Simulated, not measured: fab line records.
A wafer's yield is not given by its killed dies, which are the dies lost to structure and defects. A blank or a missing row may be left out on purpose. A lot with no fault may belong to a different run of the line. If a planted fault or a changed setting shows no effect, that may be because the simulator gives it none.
Code-filled problem report in 8D (eight disciplines) form | flow rit cmos | the parts of the form that need people (team, actions taken, sign-off) are left out

## 1. WHAT WENT WRONG
SPACER_NITRIDE_THK at RIT_SPACER_THK_MEAS_04 reads a mean of 278.9 nm on 6 wafers of 2 lots; wafers without a fault read 245.4 nm with a standard deviation of 2.1. Measured from the usual mean, that is +16 standard deviations.
The first sign was on wafer L447.3 at day 3 17:08, on film metro-03. At this step, 36 wafers from 12 lots have a number in the record. Rule for "out" (also "out of limits"): further than 4 standard deviations from the usual mean. Any other wafer with a number is counted as sound.

## 2. WHAT IT IS, WHAT IT ISN'T
question                    | is                     | is not
which readings at this step | SPACER_NITRIDE_THK     | -
which lots                  | L447, L448             | L444, L445, L451, L460, L462, L463, L464, L465, L466, L467
which wafers of those lots  | all that have a number | -
read on which gauges        | film metro-03          | film metro-01, film metro-02
when                        | from day 3 17:08       | up to then (6 sound wafers); but 24 sound wafers of L451, L460, L462, L463, L464, L465, L466, L467 came after

## 3. SUSPECTS, AND WHAT RULES EACH OUT
Counting: a tool at any process step up to the reading remains a suspect when it ran all the lots that are out and ran no sound lot after the first of those.
- ruled out: the gauge at RIT_SPACER_THK_MEAS_04. All the wafers that are out were read on film metro-03, but those of them that RIT_SPACER_CVD_03 has rows for are out there too, on other tools.
- lpcvd-02 at RIT_SPACER_CVD_03 (deposits Si3N4 from SiH2Cl2/NH3, target thk 250 nm, time 3300 s): ruled out as a lasting fault. Following L447 (day 3 15:11), the first lot on it that is out, the sound lots L463, L465, L466 were run on it.
Left after counting: nothing in the record.

## 4. THE CAUSE (what the simulator had put in)
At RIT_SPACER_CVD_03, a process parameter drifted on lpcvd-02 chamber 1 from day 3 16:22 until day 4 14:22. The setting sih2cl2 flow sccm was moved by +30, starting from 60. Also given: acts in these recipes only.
Counting ruled it out, wrongly: the rule takes a fault to strike every lot that its tool runs from its start on, and this one did not.

## 5. SEQUENCE OF EFFECTS, ordered by route
Each row: a reading whose mean over the struck wafers that have a number lies more than 3 standard deviations from the usual. Only readings for which the record gives a usual standard deviation are gone through. hours: the time from each lot's start at the first step in this table that gives one to its start at this step, as a median over the lots. sigmas: the change in usual standard deviations.
hours | step                   | reading            | usual      | on struck wafers | change | sigmas
0     | RIT_SPACER_CVD_03      | sih2cl2 flow sccm  | 59.98 sccm | 90.09            | +30.12 | +99 or more
2     | RIT_SPACER_THK_MEAS_04 | SPACER_NITRIDE_THK | 245.4 nm   | 278.9            | +33.5  | +16
2     | RIT_SPACER_ETCHBACK_05 | oes product au     | 0.833 a.u. | 0.903            | +0.070 | +4.4
Process steps it contains:
- RIT_SPACER_CVD_03: deposits Si3N4 from SiH2Cl2/NH3, target thk 250 nm, time 3300 s.
- RIT_SPACER_ETCHBACK_05: etches Si3N4 in SF6/CHF3, stops on SiO2, target depth 250 nm, time 240 s.

## 6. HOW IT WOULD HAVE BEEN CAUGHT EARLIER
In this record the first reading out of limits at a measuring or inspecting step was taken at day 3 17:08, 1 hour after the fault began at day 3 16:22.
Tool's own readings at RIT_SPACER_CVD_03, sih2cl2 flow sccm: out on all struck wafers the step has rows for; an alarm limit on them would have tripped on the first.
